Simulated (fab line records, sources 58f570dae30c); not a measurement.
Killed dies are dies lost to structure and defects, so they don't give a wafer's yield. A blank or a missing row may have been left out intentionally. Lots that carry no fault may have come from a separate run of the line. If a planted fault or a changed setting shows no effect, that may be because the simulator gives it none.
Problem report, 8D (eight disciplines) form, completed by code -- flow berkeley cmos170 -- the parts of the form that need people (team, actions taken, sign-off) are left out

== 1. THE PROBLEM ==
At UCB170_V1_ETCH_14, rf fwd power W averages 784.6 W over 3 wafers from 2 lots, while fault-free wafers read 698.6 W, standard deviation 1.9. That puts it +45 standard deviations away from the usual mean.
The step: etches SiO2 in CHF3/CF4/Ar, stops on Al, target depth 1250 nm, time 291 s.
Seen first at day 10 20:10 on rie diel-02, wafer L402.2. The record holds 42 wafers of 14 lots with a number at this step. Rule for "out", or "out of limits": more than 4 standard deviations from the usual mean. Any other wafer with a number is counted as sound.

== 2. WHAT IT IS, AND WHAT IT ISN'T ==
question,is,is not
which readings at this step,rf fwd power W,"drypump motor current A, oes product au, throttle valve pct"
which lots,"L402, L404","L387, L388, L389, L390, L391, L392, L394, L395, L397, L405, L406, L409"
which wafers of those lots,"L402.2, L402.5, L404.5","L402.3, L404.3, L404.4"
read on which tools,rie diel-02,"rie diel-03, rie diel-04"
when,from day 10 20:10,"up to then (28 sound wafers); but 11 sound wafers of L404, L405, L406, L409 came after"

== 3. WHAT RULES OUT EACH SUSPECT ==
Counting: a tool at a process step up to the reading stays a suspect if it ran every lot that is out. Sound lots after the first of them don't rule it out here, since some wafers of a struck lot are sound.
- rie diel-02 at UCB170_V1_ETCH_14 (etches SiO2 in CHF3/CF4/Ar, stops on Al, target depth 1250 nm, time 291 s): kept. Every lot that is out went through it, the first being L402 (day 10 20:10); the last sound lot it ran before that was L394 (day 9 10:16). Out on those wafers are its own readings of rf fwd power W.
- At UCB170_V1_ETCH_14, inside rie diel-02: chamber 3 took the wafers that are out, while their sound lot-mates went through chambers 1, 2.
Left after counting: rie diel-02 at UCB170_V1_ETCH_14.

== 4. THE CAUSE (what the simulator had put in) ==
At UCB170_V1_ETCH_14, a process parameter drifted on rie diel-02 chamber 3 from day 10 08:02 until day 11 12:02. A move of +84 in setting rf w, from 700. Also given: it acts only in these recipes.
Only this tool survived the counting.

== 5. THE CHAIN OF EFFECTS, in route order ==
Rows list readings where the struck wafers' mean (over those with a number) sits beyond 3 standard deviations from the usual. Scope: only readings with a usual standard deviation given in the record; hours: median across lots of the time from each lot's start at the first step in this table that gives one to its start at this step; sigmas: change in usual standard deviations.
hours,step,reading,usual,on struck wafers,change,sigmas
0,UCB170_V1_ETCH_14,rf fwd power W,698.6 W,784.6,+86.0,+45
0,UCB170_V1_STRIP_15,strip time to endpoint s,15.29 s,14.83,-0.46,-4.6
Its process steps:
- UCB170_V1_ETCH_14: etches SiO2 in CHF3/CF4/Ar, stops on Al, target depth 1250 nm, time 291 s.
- UCB170_V1_STRIP_15: strips in O2.

== 6. HOW IT WOULD HAVE BEEN CAUGHT EARLIER ==
The fault began at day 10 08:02; the first out-of-limits reading in this record came at day 10 20:10, 12 hours later.
